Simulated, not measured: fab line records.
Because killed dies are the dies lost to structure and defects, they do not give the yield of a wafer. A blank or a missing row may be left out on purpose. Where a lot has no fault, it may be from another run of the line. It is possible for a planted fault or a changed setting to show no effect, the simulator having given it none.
Code-filled problem report in 8D (eight disciplines) form -- flow berkeley_cmos170 -- the parts of the form that need people (team, actions taken, sign-off) are left out

## 1. THE ISSUE
ACTIVE_NITRIDE_THK at UCB170_ACTIVE_THK_MEAS_06 reads a mean of 185.7 nm on 6 wafers of 2 lots; wafers without a fault read 219.0 nm with a standard deviation of 2.1. Relative to the usual mean, that is a shift of -16 standard deviations.
The first sign was on wafer L341.1 at day 8 13:08, on film_metro-03. At this step, 42 wafers from 14 lots have a number in the record. The rule behind "out" and "out of limits": a value lying over 4 standard deviations away from the usual mean. The rest of the wafers with a number are treated as sound.

## 2. WHAT IT IS; WHAT IT IS NOT
question,is,is not
which readings at this step,ACTIVE_NITRIDE_THK,-
which lots,"L341, L342","L320, L321, L322, L323, L324, L325, L327, L328, L330, L331, L332, L335"
which wafers of those lots,all that have a number,-
read on which gauges,"film_metro-02, film_metro-03",film_metro-04
when,from day 8 13:08,up to then (36 sound wafers)

## 3. SUSPECTS, AND WHAT RULES EACH OUT
Counting: any tool at a process step up to the reading is kept as a suspect provided that every lot that is out went through it and no sound lot did after the first of them.
- the gauge at UCB170_ACTIVE_THK_MEAS_06 has been ruled out. The wafers that are out were read on 2 gauges (film_metro-02, film_metro-03).
- lpcvd-02 at UCB170_ACTIVE_CVD_05 (deposits Si3N4 from SiH2Cl2/NH3, target thk 220 nm, time 3300 s): kept. All lots that are out passed through it, beginning with L341 at day 8 10:16, and no sound lot followed; its final sound lot before that point was L335 at day 7 03:06. Out on those wafers are its own readings of nh3_flow_sccm.
The count leaves lpcvd-02 at UCB170_ACTIVE_CVD_05.

## 4. THE CAUSE (what the simulator had put in)
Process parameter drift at UCB170_ACTIVE_CVD_05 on lpcvd-02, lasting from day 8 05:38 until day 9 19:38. From 75, the setting nh3_flow_sccm moved by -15. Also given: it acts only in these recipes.
The count eliminated every tool but this one.

## 5. THE EFFECT CHAIN, in route order
Each row: a reading whose mean over the struck wafers that have a number lies more than 3 standard deviations from the usual. Only readings whose record carries a usual standard deviation are examined. hours: median over the lots of the time between each lot's start at the first step of this table that gives one and its start at this step. sigmas: the change, counted in usual standard deviations.
hours,step,reading,usual,on struck wafers,change,sigmas
0,UCB170_ACTIVE_CVD_05,nh3_flow_sccm,75.02 sccm,60.09,-14.93,-71
3,UCB170_ACTIVE_THK_MEAS_06,ACTIVE_NITRIDE_THK,219.0 nm,185.7,-33.3,-16
9,UCB170_ACTIVE_ETCH_15,oes_product_au,0.941 a.u.,0.863,-0.078,-5.2
The process steps in it:
- UCB170_ACTIVE_CVD_05: deposits Si3N4 from SiH2Cl2/NH3, target thk 220 nm, time 3300 s.
- UCB170_ACTIVE_ETCH_15: etches Si3N4 in CH3F/Ar/O2, stops on SiO2, target depth 242 nm, time 151 s.

## 6. HOW IT WOULD HAVE BEEN CAUGHT EARLIER
The first out-of-limits reading at a measuring or inspecting step in this record came at day 8 13:08, 7 hours after the fault's start at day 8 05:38.
At UCB170_ACTIVE_CVD_05, the tool's own readings (nh3_flow_sccm) were out on each struck wafer the step has a row for, so an alarm limit on them would have fired on the first such wafer.
L342, from the lots that are out (2), started UCB170_ACTIVE_CVD_05 on lpcvd-02 later than day 8 13:08. Had the tool been put on hold then, it would have been spared.
